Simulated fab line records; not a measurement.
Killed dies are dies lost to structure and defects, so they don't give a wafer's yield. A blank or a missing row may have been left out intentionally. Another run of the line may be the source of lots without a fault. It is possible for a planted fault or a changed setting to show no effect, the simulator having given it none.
fab line records + flow ritCmos
record
- lots=5
- wafers=15
- lastDay=7
route steps=202 shown GATE@93 REOX@98 NLDD@103 PLDD@114
lots that met no fault: from a run of the same line without faults
startH: hours from the record's opening day to when the first of the lot's shown wafers began + waitH: how many hours have passed since the lot's step before this one + " repeats the value in the row above + L1.1+2: several wafers, shown together as one row + - no value present, or no start provided + * or withheld: withheld + < > ~ a bound
route shown NAME@n: NAME is a module with steps in the file, n the number in the route of the first one + usual: the fault-free wafers' mean and standard deviation + same: alike in all rows + chamber/n: place in a boat + sites: the reading at each site + _std_site: the values' standard deviation + _edge_site: the outer-site mean with the inner-site mean subtracted + radiusMm: how far each site lies from the wafer's centre + mask NAME#n: copy n + behind: the last tool/chamber to shape the wafer + hold: what put the lot on hold/how long, in hours/how the hold closed + device: the n, p or np transistor that did not switch + end of line: the same wafers' tests at the end of the route + step lacking rows: just its recipe + killed: count of dies lost to structure and defects at first sort (not the wafer's yield) + map: shows each die of a wafer: x if killed, . if not, _ if none is there
set.NAME: setting as actually run; set.NAME@STEP: the setting as run at that earlier step + model.NAME: the simulator's own value behind a step, which no gauge read
a table for each step, a row for each wafer; lots at some steps of the route
services: a tool's chamber out of use, with start hour (startH, from the record's first day; less than 0 if before it), hours out, and reason
## steps
# step RIT_GATE_OVL_MEAS_17
# usual
- GATE_OVL=0.4/1.5
| lot.wafer | tool       | chamber | startH | waitH | GATE_OVL[nm] |
|-----------|------------|---------|--------|-------|--------------|
| L079.1    | overlay-02 | -       | 68.49  | 0.1   | 0.9          |
| L079.4    | "          | -       | "      | "     | -0.1         |
| L079.5    | "          | -       | "      | "     | 1.2          |
| L080.2    | overlay-02 | -       | 69.37  | 0.1   | 0.9          |
| L080.4    | "          | -       | "      | "     | 1.5          |
| L080.5    | "          | -       | "      | "     | 0.3          |
| L083.2    | overlay-01 | -       | 86.42  | 0.1   | -1.7         |
| L083.3    | "          | -       | "      | "     | 1.5          |
| L083.6    | "          | -       | "      | "     | 0.7          |
| L090.2    | overlay-01 | -       | 120.89 | 0.1   | 0.2          |
| L090.3    | "          | -       | "      | "     | 1.5          |
| L090.4    | "          | -       | "      | "     | 1.1          |
| L097.2    | overlay-02 | -       | 157.15 | 0.1   | 1.7          |
| L097.4    | "          | -       | "      | "     | 0.3          |
| L097.6    | "          | -       | "      | "     | 1.5          |
# step RIT_GATE_HARDBAKE_18
# recipe
- resist=NOVOLAK
- tempC=140
- timeS=60
# usual
- heaterPowerTotalW=62.55/0.046
| lot.wafer | tool          | chamber | startH | waitH | heaterPowerTotalW |
|-----------|---------------|---------|--------|-------|-------------------|
| L079.1    | lithoTrack-01 | 0       | 68.63  | 0.1   | 62.64             |
| L079.4    | "             | 0       | "      | "     | 62.57             |
| L079.5    | "             | 0       | "      | "     | 62.45             |
| L080.2    | lithoTrack-02 | 0       | 69.42  | 0.0   | 62.52             |
| L080.4    | "             | 0       | "      | "     | 62.60             |
| L080.5    | "             | 0       | "      | "     | 62.61             |
| L083.2    | lithoTrack-04 | 0       | 86.48  | 0.0   | 62.58             |
| L083.3    | "             | 0       | "      | "     | 62.59             |
| L083.6    | "             | 0       | "      | "     | 62.57             |
| L090.2    | lithoTrack-02 | 0       | 120.94 | 0.0   | 62.58             |
| L090.3    | "             | 0       | "      | "     | 62.64             |
| L090.4    | "             | 0       | "      | "     | 62.58             |
| L097.2    | lithoTrack-01 | 0       | 157.21 | 0.0   | 62.56             |
| L097.4    | "             | 0       | "      | "     | 62.53             |
| L097.6    | "             | 0       | "      | "     | 62.60             |
# step RIT_GATE_ETCH_19
# recipe
- chemistry=SF6/CHF3/O2
- timeS=165
- SF6_flow_sccm=30
- CHF3_flow_sccm=30
- O2_flow_sccm=5
- target=poly-Si
- pressureMtorr=40
- rfW=163
- targetDepthA=3125
- overEtchFrac=0.25
- stopOn=SiO2
# usual
- drypumpMotorCurrentA=5.9/0.3
- oesProductAu=0.854/0.01
- rfFwdPowerW=162.3/0.46
- throttleValvePct=10.27/0.13
| lot.wafer | tool     | chamber | startH | waitH | drypumpMotorCurrentA | oesProductAu | rfFwdPowerW | rfHoursCounterH | throttleValvePct |
|-----------|----------|---------|--------|-------|----------------------|--------------|-------------|-----------------|------------------|
| L079.1    | rieSi-01 | 3       | 68.78  | 0.1   | 5.4                  | 0.840        | 162.7       | 143             | 10.33            |
| L079.4    | "        | 0       | "      | "     | 5.8                  | 0.856        | 162.0       | 6               | 10.21            |
| L079.5    | "        | 1       | "      | "     | 6.1                  | 0.863        | 163.1       | -               | 10.14            |
| L080.2    | rieSi-02 | 2       | 69.55  | 0.1   | 5.8                  | 0.865        | 163.2       | 42              | 10.26            |
| L080.4    | "        | 1       | "      | "     | 5.8                  | 0.873        | 162.5       | 39              | 10.48            |
| L080.5    | "        | 3       | "      | "     | 5.9                  | 0.856        | 162.3       | -               | 10.29            |
| L083.2    | rieSi-01 | 3       | 86.60  | 0.1   | 5.4                  | 0.827        | 162.5       | 143             | 10.35            |
| L083.3    | "        | 0       | "      | "     | 5.8                  | 0.848        | 162.0       | 6               | 10.21            |
| L083.6    | "        | 3       | "      | "     | 5.4                  | 0.843        | 162.2       | -               | 10.34            |
| L090.2    | rieSi-02 | 2       | 121.07 | 0.1   | 5.8                  | 0.842        | 162.5       | 43              | 10.26            |
| L090.3    | "        | 3       | "      | "     | 5.9                  | 0.842        | 161.9       | 114             | 10.28            |
| L090.4    | "        | 0       | "      | "     | 6.6                  | 0.838        | 161.8       | 61              | 10.02            |
| L097.2    | rieSi-01 | 2       | 157.33 | 0.1   | 6.0                  | 0.851        | 162.1       | 19              | 10.36            |
| L097.4    | "        | 0       | "      | "     | 5.8                  | 0.858        | 161.7       | -               | 10.20            |
| L097.6    | "        | 2       | "      | "     | 6.0                  | 0.866        | 162.2       | -               | 10.38            |
# step RIT_GATE_STRIP_20
# recipe
- chemistry=O2
- timeS=180
- resist=NOVOLAK
- platenTempC=withheld
- powerW=500
- pressureMtorr=4000
- o2FlowSccm=4000
# usual
- drypumpMotorCurrentA=5.7/0.44
| lot.wafer | tool           | chamber | startH | waitH | drypumpMotorCurrentA | rfHoursCounterH |
|-----------|----------------|---------|--------|-------|----------------------|-----------------|
| L079.1    | plasmaAsher-03 | 0       | 68.89  | 0.1   | 6.3                  | 27              |
| L079.4    | "              | 1       | "      | "     | 5.8                  | -               |
| L079.5    | "              | 1       | "      | "     | 5.8                  | -               |
| L080.2    | plasmaAsher-04 | 0       | 69.65  | 0.1   | 5.4                  | 41              |
| L080.4    | "              | 1       | "      | "     | 5.9                  | -               |
| L080.5    | "              | 1       | "      | "     | 5.9                  | -               |
| L083.2    | plasmaAsher-03 | 1       | 86.71  | 0.1   | 5.9                  | 29              |
| L083.3    | "              | 1       | "      | "     | 5.8                  | -               |
| L083.6    | "              | 0       | "      | "     | 6.3                  | -               |
| L090.2    | plasmaAsher-01 | 0       | 121.17 | 0.1   | 4.9                  | 1               |
| L090.3    | "              | 1       | "      | "     | 5.0                  | -               |
| L090.4    | "              | 0       | "      | "     | 4.9                  | -               |
| L097.2    | plasmaAsher-04 | 0       | 157.44 | 0.1   | 5.4                  | 50              |
| L097.4    | "              | 0       | "      | "     | 5.4                  | -               |
| L097.6    | "              | 1       | "      | "     | 5.9                  | -               |
# step RIT_GATE_CD_MEAS_90
# recipe
- targetCdNm=150
# usual
- cdNm=150.0/2.7
| lot.wafer | tool     | chamber | startH | waitH | cdNm  |
|-----------|----------|---------|--------|-------|-------|
| L079.1    | cdSem-02 | -       | 69.06  | 0.1   | 152.3 |
| L079.4    | "        | -       | "      | "     | 153.0 |
| L079.5    | "        | -       | "      | "     | 153.5 |
| L080.2    | cdSem-02 | -       | 69.85  | 0.1   | 147.7 |
| L080.4    | "        | -       | "      | "     | 149.2 |
| L080.5    | "        | -       | "      | "     | 147.2 |
| L083.2    | cdSem-02 | -       | 86.90  | 0.1   | 149.8 |
| L083.3    | "        | -       | "      | "     | 151.5 |
| L083.6    | "        | -       | "      | "     | 150.7 |
| L090.2    | cdSem-02 | -       | 121.37 | 0.1   | 149.3 |
| L090.3    | "        | -       | "      | "     | 144.6 |
| L090.4    | "        | -       | "      | "     | 147.6 |
| L097.2    | cdSem-02 | -       | 157.64 | 0.1   | 151.0 |
| L097.4    | "        | -       | "      | "     | 151.9 |
| L097.6    | "        | -       | "      | "     | 152.9 |
# step RIT_REOX_CLEAN_00
# recipe
- chemistry=SC1
- mix=3:3:50
- timeS=600
- tempC=75
| lot.wafer  | tool        | chamber | startH | waitH |
|------------|-------------|---------|--------|-------|
| L079.1+4+5 | wetBench-03 | 0       | 69.18  | 0.1   |
| L080.2+4+5 | wetBench-03 | 0       | 69.95  | 0.1   |
| L083.2+3+6 | wetBench-01 | 2       | 87.00  | 0.1   |
| L090.2+3+4 | wetBench-04 | 2       | 121.47 | 0.1   |
| L097.2+4+6 | wetBench-04 | 1       | 157.74 | 0.1   |
# step RIT_REOX_CLEAN_01
# recipe
- chemistry=dHF
- dilution=50:1
- timeS=30
| lot.wafer  | tool        | chamber | startH | waitH |
|------------|-------------|---------|--------|-------|
| L079.1+4+5 | wetBench-01 | 0       | 69.36  | 0.0   |
| L080.2+4+5 | wetBench-01 | 2       | 70.12  | 0.0   |
| L083.2+3+6 | wetBench-04 | 0       | 87.18  | 0.0   |
| L090.2+3+4 | wetBench-03 | 2       | 121.64 | 0.0   |
| L097.2+4+6 | wetBench-01 | 1       | 157.91 | 0.0   |
# step RIT_REOX_CLEAN_02
# recipe
- chemistry=SC2
- mix=3:3:50
- timeS=600
- tempC=75
- dry=n2Spin
| lot.wafer  | tool        | chamber | startH | waitH |
|------------|-------------|---------|--------|-------|
| L079.1+4+5 | wetBench-04 | 3       | 69.38  | 0.0   |
| L080.2+4+5 | wetBench-04 | 1       | 70.14  | 0.0   |
| L083.2+3+6 | wetBench-03 | 2       | 87.20  | 0.0   |
| L090.2+3+4 | wetBench-04 | 3       | 121.66 | 0.0   |
| L097.2+4+6 | wetBench-04 | 0       | 157.93 | 0.0   |
# step RIT_REOX_OXIDATION_03
# recipe
- tempC=900
- ambient=O2
- targetThkA=252
- oxTimeS=5580
# usual
- oxTempC=900.0/0.42
- oxTempCMax=904.1/1.2
| lot.wafer | tool       | chamber | startH | waitH | oxTempC | oxTempCMax |
|-----------|------------|---------|--------|-------|---------|------------|
| L079.1    | furnace-01 | 0       | 69.55  | 0.0   | 900.3   | 903.7      |
| L079.4    | "          | 0       | "      | "     | 900.1   | 904.5      |
| L079.5    | "          | 0       | "      | "     | 900.0   | 903.7      |
| L080.2    | furnace-04 | 0       | 71.74  | 1.4   | 900.1   | 903.2      |
| L080.4    | "          | 0       | "      | "     | 899.8   | 902.8      |
| L080.5    | "          | 0       | "      | "     | 900.1   | 903.4      |
| L083.2    | furnace-01 | 0       | 88.22  | 0.8   | 900.2   | 903.3      |
| L083.3    | "          | 0       | "      | "     | 900.1   | 904.5      |
| L083.6    | "          | 0       | "      | "     | 899.9   | 903.2      |
| L090.2    | furnace-01 | 0       | 123.26 | 1.4   | 900.2   | 903.8      |
| L090.3    | "          | 0       | "      | "     | 900.4   | 903.4      |
| L090.4    | "          | 0       | "      | "     | 899.2   | 903.0      |
| L097.2    | furnace-03 | 0       | 158.36 | 0.3   | 899.4   | 903.8      |
| L097.4    | "          | 0       | "      | "     | 899.6   | 905.5      |
| L097.6    | "          | 0       | "      | "     | 899.6   | 904.8      |
# step RIT_REOX_THK_MEAS_04
# recipe
- reads=SiO2_of_REOX_OXIDATION_03
# usual
- REOX_OXIDE_THK=25.3/0.47
| lot.wafer | tool         | chamber | startH | waitH | REOX_OXIDE_THK[nm] |
|-----------|--------------|---------|--------|-------|--------------------|
| L079.1    | filmMetro-03 | -       | 72.10  | 0.0   | 26.1               |
| L079.4    | "            | -       | "      | "     | 26.3               |
| L079.5    | "            | -       | "      | "     | 26.1               |
| L080.2    | filmMetro-03 | -       | 74.30  | 0.0   | 25.6               |
| L080.4    | "            | -       | "      | "     | 25.9               |
| L080.5    | "            | -       | "      | "     | 25.4               |
| L083.2    | filmMetro-04 | -       | 90.78  | 0.0   | 24.8               |
| L083.3    | "            | -       | "      | "     | 25.4               |
| L083.6    | "            | -       | "      | "     | 25.4               |
| L090.2    | filmMetro-02 | -       | 125.82 | 0.0   | 24.8               |
| L090.3    | "            | -       | "      | "     | 25.0               |
| L090.4    | "            | -       | "      | "     | 24.6               |
| L097.2    | filmMetro-04 | -       | 160.92 | 0.0   | 25.8               |
| L097.4    | "            | -       | "      | "     | 25.5               |
| L097.6    | "            | -       | "      | "     | 25.8               |
# step RIT_NLDD_HMDS_00
# recipe
- primeTimeS=60
- primeTempC=140
| lot.wafer  | tool          | chamber | startH | waitH |
|------------|---------------|---------|--------|-------|
| L079.1+4+5 | lithoTrack-04 | 0       | 72.16  | 0.1   |
| L080.2+4+5 | lithoTrack-03 | 0       | 74.55  | 0.2   |
| L083.2+3+6 | lithoTrack-04 | 0       | 90.85  | 0.1   |
| L090.2+3+4 | lithoTrack-04 | 0       | 125.89 | 0.1   |
| L097.2+4+6 | lithoTrack-01 | 0       | 160.99 | 0.1   |
# step RIT_NLDD_COAT_01
# recipe
- resist=NOVOLAK
- spinRpm=3250
- resistThkNm=1000
| lot.wafer  | tool          | chamber | startH | waitH |
|------------|---------------|---------|--------|-------|
| L079.1+4+5 | lithoTrack-04 | 0       | 72.31  | 0.1   |
| L080.2+4+5 | lithoTrack-03 | 0       | 74.70  | 0.1   |
| L083.2+3+6 | lithoTrack-04 | 0       | 91.00  | 0.1   |
| L090.2+3+4 | lithoTrack-04 | 0       | 126.04 | 0.1   |
| L097.2+4+6 | lithoTrack-01 | 0       | 161.14 | 0.1   |
# step RIT_NLDD_SOFTBAKE_02
# recipe
- resist=NOVOLAK
- tempC=90
- timeS=60
# usual
- heaterPowerTotalW=34.56/0.052
| lot.wafer | tool          | chamber | startH | waitH | heaterPowerTotalW |
|-----------|---------------|---------|--------|-------|-------------------|
| L079.1    | lithoTrack-04 | 0       | 72.46  | 0.1   | 34.53             |
| L079.4    | "             | 0       | "      | "     | 34.57             |
| L079.5    | "             | 0       | "      | "     | 34.57             |
| L080.2    | lithoTrack-03 | 0       | 74.85  | 0.1   | 34.59             |
| L080.4    | "             | 0       | "      | "     | 34.63             |
| L080.5    | "             | 0       | "      | "     | 34.54             |
| L083.2    | lithoTrack-04 | 0       | 91.15  | 0.1   | 34.50             |
| L083.3    | "             | 0       | "      | "     | 34.56             |
| L083.6    | "             | 0       | "      | "     | 34.46             |
| L090.2    | lithoTrack-04 | 0       | 126.19 | 0.1   | 34.59             |
| L090.3    | "             | 0       | "      | "     | 34.54             |
| L090.4    | "             | 0       | "      | "     | 34.53             |
| L097.2    | lithoTrack-01 | 0       | 161.29 | 0.1   | 34.45             |
| L097.4    | "             | 0       | "      | "     | 34.50             |
| L097.6    | "             | 0       | "      | "     | 34.60             |
# step RIT_NLDD_EXPOSE_03
# recipe
- maskId=M7
- na=0.57
- targetCdNm=40700
- doseMj=250
# same
- na=0.57
| lot.wafer  | tool            | chamber | startH | waitH | mask |
|------------|-----------------|---------|--------|-------|------|
| L079.1+4+5 | ilineStepper-02 | 0       | 72.74  | 0.2   | M7#0 |
| L080.2+4+5 | ilineStepper-02 | 0       | 74.99  | 0.1   | M7#0 |
| L083.2+3+6 | ilineStepper-02 | 0       | 91.30  | 0.1   | M7#0 |
| L090.2+3+4 | ilineStepper-02 | 0       | 126.34 | 0.1   | M7#0 |
| L097.2+4+6 | ilineStepper-01 | 0       | 161.56 | 0.2   | M7#0 |
# step RIT_NLDD_PEB_04
# recipe
- resist=NOVOLAK
- tempC=withheld
- timeS=withheld
| lot.wafer  | tool          | chamber | startH | waitH |
|------------|---------------|---------|--------|-------|
| L079.1+4+5 | lithoTrack-03 | 0       | 72.85  | 0.1   |
| L080.2+4+5 | lithoTrack-03 | 0       | 75.11  | 0.1   |
| L083.2+3+6 | lithoTrack-01 | 0       | 91.42  | 0.1   |
| L090.2+3+4 | lithoTrack-03 | 0       | 126.46 | 0.1   |
| L097.2+4+6 | lithoTrack-03 | 0       | 161.72 | 0.1   |
# step RIT_NLDD_DEVELOP_05
# recipe
- resist=NOVOLAK
- developTimeS=50
- devTempC=23
# same
- developTimeS=50
| lot.wafer  | tool          | chamber | startH | waitH |
|------------|---------------|---------|--------|-------|
| L079.1+4+5 | lithoTrack-03 | 0       | -      | -     |
| L080.2+4+5 | lithoTrack-03 | 0       | -      | -     |
| L083.2+3+6 | lithoTrack-01 | 0       | -      | -     |
| L090.2+3+4 | lithoTrack-03 | 0       | -      | -     |
| L097.2+4+6 | lithoTrack-03 | 0       | -      | -     |
# step RIT_NLDD_OVL_MEAS_06
# usual
- NLDD_OVL=1.0/1.7
| lot.wafer | tool       | chamber | startH | waitH | NLDD_OVL[nm] |
|-----------|------------|---------|--------|-------|--------------|
| L079.1    | overlay-02 | -       | 73.14  | -     | -0.6         |
| L079.4    | "          | -       | "      | "     | 0.3          |
| L079.5    | "          | -       | "      | "     | 0.4          |
| L080.2    | overlay-02 | -       | 75.38  | -     | 1.2          |
| L080.4    | "          | -       | "      | "     | -0.6         |
| L080.5    | "          | -       | "      | "     | 0.2          |
| L083.2    | overlay-01 | -       | 91.68  | -     | 2.3          |
| L083.3    | "          | -       | "      | "     | 2.5          |
| L083.6    | "          | -       | "      | "     | 0.8          |
| L090.2    | overlay-02 | -       | 126.72 | -     | 2.2          |
| L090.3    | "          | -       | "      | "     | 1.3          |
| L090.4    | "          | -       | "      | "     | 0.8          |
| L097.2    | overlay-02 | -       | 161.98 | -     | -1.2         |
| L097.4    | "          | -       | "      | "     | 0.8          |
| L097.6    | "          | -       | "      | "     | 0.0          |
# step RIT_NLDD_HARDBAKE_07
# recipe
- resist=NOVOLAK
- tempC=140
- timeS=60
# usual
- heaterPowerTotalW=62.54/0.047
| lot.wafer | tool          | chamber | startH | waitH | heaterPowerTotalW |
|-----------|---------------|---------|--------|-------|-------------------|
| L079.1    | lithoTrack-04 | 0       | 73.17  | 0.0   | 62.53             |
| L079.4    | "             | 0       | "      | "     | 62.56             |
| L079.5    | "             | 0       | "      | "     | 62.47             |
| L080.2    | lithoTrack-04 | 0       | 75.43  | 0.0   | 62.53             |
| L080.4    | "             | 0       | "      | "     | 62.59             |
| L080.5    | "             | 0       | "      | "     | 62.57             |
| L083.2    | lithoTrack-04 | 0       | 91.74  | 0.0   | 62.51             |
| L083.3    | "             | 0       | "      | "     | 62.52             |
| L083.6    | "             | 0       | "      | "     | 62.54             |
| L090.2    | lithoTrack-04 | 0       | 126.78 | 0.0   | 62.48             |
| L090.3    | "             | 0       | "      | "     | 62.57             |
| L090.4    | "             | 0       | "      | "     | 62.56             |
| L097.2    | lithoTrack-04 | 0       | 162.04 | 0.0   | 62.48             |
| L097.4    | "             | 0       | "      | "     | 62.43             |
| L097.6    | "             | 0       | "      | "     | 62.58             |
# step RIT_NLDD_IMPLANT_08
# recipe
- species=P
- energyKev=20
- doseCm2=5e+14
- tiltDeg=7
# usual
- doseIonsCm2=5.001e+14/4.2e+11
- tiltDeg=6.997/0.018
| lot.wafer | tool         | chamber | startH | waitH | doseIonsCm2 | tiltDeg |
|-----------|--------------|---------|--------|-------|-------------|---------|
| L079.1    | implanter-04 | 0       | 73.32  | 0.1   | 5.006e+14   | 6.987   |
| L079.4    | "            | 0       | "      | "     | 4.998e+14   | 7.006   |
| L079.5    | "            | 0       | "      | "     | 5e+14       | 6.998   |
| L080.2    | implanter-04 | 0       | 75.58  | 0.1   | 4.999e+14   | 7.014   |
| L080.4    | "            | 0       | "      | "     | 5.012e+14   | 7.030   |
| L080.5    | "            | 0       | "      | "     | 5.001e+14   | 6.994   |
| L083.2    | implanter-01 | 0       | 91.89  | 0.1   | 5e+14       | 6.993   |
| L083.3    | "            | 0       | "      | "     | 5.001e+14   | 6.974   |
| L083.6    | "            | 0       | "      | "     | 5e+14       | 7.009   |
| L090.2    | implanter-01 | 0       | 126.93 | 0.1   | 4.998e+14   | 6.980   |
| L090.3    | "            | 0       | "      | "     | 4.99e+14    | 6.985   |
| L090.4    | "            | 0       | "      | "     | 4.997e+14   | 6.988   |
| L097.2    | implanter-04 | 0       | 162.19 | 0.1   | 4.996e+14   | 7.016   |
| L097.4    | "            | 0       | "      | "     | 5e+14       | 7.012   |
| L097.6    | "            | 0       | "      | "     | 4.998e+14   | 6.989   |
# step RIT_NLDD_STRIP_09
# recipe
- chemistry=O2
- timeS=180
- resist=NOVOLAK
- platenTempC=withheld
- powerW=500
- pressureMtorr=4000
- o2FlowSccm=4000
# usual
- drypumpMotorCurrentA=5.8/0.33
| lot.wafer | tool           | chamber | startH | waitH | drypumpMotorCurrentA | rfHoursCounterH |
|-----------|----------------|---------|--------|-------|----------------------|-----------------|
| L079.1    | plasmaAsher-04 | 1       | 73.47  | 0.1   | 5.9                  | 41              |
| L079.4    | "              | 0       | "      | "     | 5.4                  | -               |
| L079.5    | "              | 0       | "      | "     | 5.4                  | -               |
| L080.2    | plasmaAsher-03 | 0       | 75.73  | 0.1   | 6.3                  | 27              |
| L080.4    | "              | 1       | "      | "     | 5.9                  | -               |
| L080.5    | "              | 1       | "      | "     | 5.8                  | -               |
| L083.2    | plasmaAsher-04 | 1       | 92.01  | 0.1   | 5.9                  | 43              |
| L083.3    | "              | 0       | "      | "     | 5.4                  | -               |
| L083.6    | "              | 1       | "      | "     | 5.9                  | -               |
| L090.2    | plasmaAsher-02 | 0       | 127.05 | 0.1   | 6.2                  | 50              |
| L090.3    | "              | 1       | "      | "     | 5.5                  | -               |
| L090.4    | "              | 0       | "      | "     | 6.2                  | -               |
| L097.2    | plasmaAsher-04 | 1       | 162.31 | 0.1   | 5.9                  | 51              |
| L097.4    | "              | 1       | "      | "     | 5.9                  | -               |
| L097.6    | "              | 0       | "      | "     | 5.5                  | -               |
# step RIT_NLDD_TW_MEAS_10
# usual
- NLDD_TW=2492/11
| lot.wafer | tool         | chamber | startH | waitH | NLDD_TW |
|-----------|--------------|---------|--------|-------|---------|
| L079.1    | filmMetro-03 | -       | 73.65  | 0.1   | 2524    |
| L079.4    | "            | -       | "      | "     | 2506    |
| L079.5    | "            | -       | "      | "     | 2511    |
| L080.2    | filmMetro-01 | -       | 75.92  | 0.1   | 2499    |
| L080.4    | "            | -       | "      | "     | 2501    |
| L080.5    | "            | -       | "      | "     | 2501    |
| L083.2    | filmMetro-01 | -       | 92.20  | 0.1   | 2504    |
| L083.3    | "            | -       | "      | "     | 2494    |
| L083.6    | "            | -       | "      | "     | 2498    |
| L090.2    | filmMetro-02 | -       | 127.24 | 0.1   | 2499    |
| L090.3    | "            | -       | "      | "     | 2487    |
| L090.4    | "            | -       | "      | "     | 2512    |
| L097.2    | filmMetro-03 | -       | 162.50 | 0.1   | 2490    |
| L097.4    | "            | -       | "      | "     | 2497    |
| L097.6    | "            | -       | "      | "     | 2492    |
# step RIT_PLDD_HMDS_00
# recipe
- primeTimeS=60
- primeTempC=140
| lot.wafer  | tool          | chamber | startH | waitH |
|------------|---------------|---------|--------|-------|
| L079.1+4+5 | lithoTrack-01 | 0       | 73.71  | 0.1   |
| L080.2+4+5 | lithoTrack-03 | 0       | 75.99  | 0.1   |
| L083.2+3+6 | lithoTrack-02 | 0       | 92.27  | 0.1   |
| L090.2+3+4 | lithoTrack-01 | 0       | 127.31 | 0.1   |
| L097.2+4+6 | lithoTrack-02 | 0       | 162.57 | 0.1   |
# step RIT_PLDD_COAT_01
# recipe
- resist=NOVOLAK
- spinRpm=3250
- resistThkNm=1000
| lot.wafer  | tool          | chamber | startH | waitH |
|------------|---------------|---------|--------|-------|
| L079.1+4+5 | lithoTrack-01 | 0       | 73.86  | 0.1   |
| L080.2+4+5 | lithoTrack-03 | 0       | 76.14  | 0.1   |
| L083.2+3+6 | lithoTrack-02 | 0       | 92.42  | 0.1   |
| L090.2+3+4 | lithoTrack-01 | 0       | 127.46 | 0.1   |
| L097.2+4+6 | lithoTrack-02 | 0       | 162.72 | 0.1   |
# step RIT_PLDD_SOFTBAKE_02
# recipe
- resist=NOVOLAK
- tempC=90
- timeS=60
# usual
- heaterPowerTotalW=34.56/0.046
| lot.wafer | tool          | chamber | startH | waitH | heaterPowerTotalW |
|-----------|---------------|---------|--------|-------|-------------------|
| L079.1    | lithoTrack-01 | 0       | 74.01  | 0.1   | 34.61             |
| L079.4    | "             | 0       | "      | "     | 34.58             |
| L079.5    | "             | 0       | "      | "     | 34.52             |
| L080.2    | lithoTrack-03 | 0       | 76.29  | 0.1   | 34.63             |
| L080.4    | "             | 0       | "      | "     | 34.53             |
| L080.5    | "             | 0       | "      | "     | 34.62             |
| L083.2    | lithoTrack-02 | 0       | 92.57  | 0.1   | 34.61             |
| L083.3    | "             | 0       | "      | "     | 34.60             |
| L083.6    | "             | 0       | "      | "     | 34.51             |
| L090.2    | lithoTrack-01 | 0       | 127.61 | 0.1   | 34.62             |
| L090.3    | "             | 0       | "      | "     | 34.53             |
| L090.4    | "             | 0       | "      | "     | 34.53             |
| L097.2    | lithoTrack-02 | 0       | 162.87 | 0.1   | 34.61             |
| L097.4    | "             | 0       | "      | "     | 34.57             |
| L097.6    | "             | 0       | "      | "     | 34.53             |
# step RIT_PLDD_EXPOSE_03
# recipe
- maskId=M8
- na=0.57
- targetCdNm=40900
- doseMj=250
# same
- na=0.57
| lot.wafer  | tool            | chamber | startH | waitH | mask |
|------------|-----------------|---------|--------|-------|------|
| L079.1+4+5 | ilineStepper-02 | 0       | 74.16  | 0.1   | M8#0 |
| L080.2+4+5 | ilineStepper-02 | 0       | 76.44  | 0.1   | M8#0 |
| L083.2+3+6 | ilineStepper-02 | 0       | 92.72  | 0.1   | M8#0 |
| L090.2+3+4 | ilineStepper-01 | 0       | 127.76 | 0.1   | M8#0 |
| L097.2+4+6 | ilineStepper-02 | 0       | 163.14 | 0.2   | M8#0 |
## services
| tool            | chamber | startH | hours | kind          |
|-----------------|---------|--------|-------|---------------|
| plasmaAsher-04  | -       | 46.52  | 3.4   | repair        |
| plasmaAsher-02  | -       | 52.80  | 3.8   | repair        |
| plasmaAsher-04  | -       | 59.29  | 5.9   | repair        |
| plasmaAsher-04  | -       | 68.83  | 0.6   | repair        |
| ilineStepper-01 | -       | 75.68  | 17.6  | repair        |
| implanter-01    | -       | 87.23  | 1.3   | repair        |
| ilineStepper-02 | -       | 87.65  | 1.0   | repair        |
| wetBench-03     | -       | 90.23  | 1.8   | repair        |
| ilineStepper-01 | -       | 99.59  | 12.5  | repair        |
| plasmaAsher-03  | -       | 101.48 | 7.2   | repair        |
| plasmaAsher-01  | -       | 108.75 | 9.0   | pm            |
| furnace-04      | -       | 109.51 | 3.7   | pm            |
| implanter-04    | -       | 109.88 | 23.9  | pm            |
| furnace-01      | -       | 111.23 | 1.6   | pm            |
| ilineStepper-02 | -       | 126.92 | 3.2   | repair        |
| rieSi-02        | 0       | 132.46 | 4.8   | repair        |
| implanter-04    | -       | 134.03 | 2.0   | pm            |
| ilineStepper-02 | -       | 135.21 | 9.5   | repair        |
| rieSi-01        | 3       | 140.74 | -     | clean         |
| rieSi-01        | 3       | 140.74 | 21.6  | scheduledDown |
| rieSi-01        | 3       | 140.74 | 21.6  | ventCycle     |
| ilineStepper-01 | -       | 144.74 | 4.4   | pm            |
| ilineStepper-01 | -       | 149.18 | 1.7   | pm            |
| implanter-01    | -       | 150.70 | 3.2   | repair        |
## key
fault none
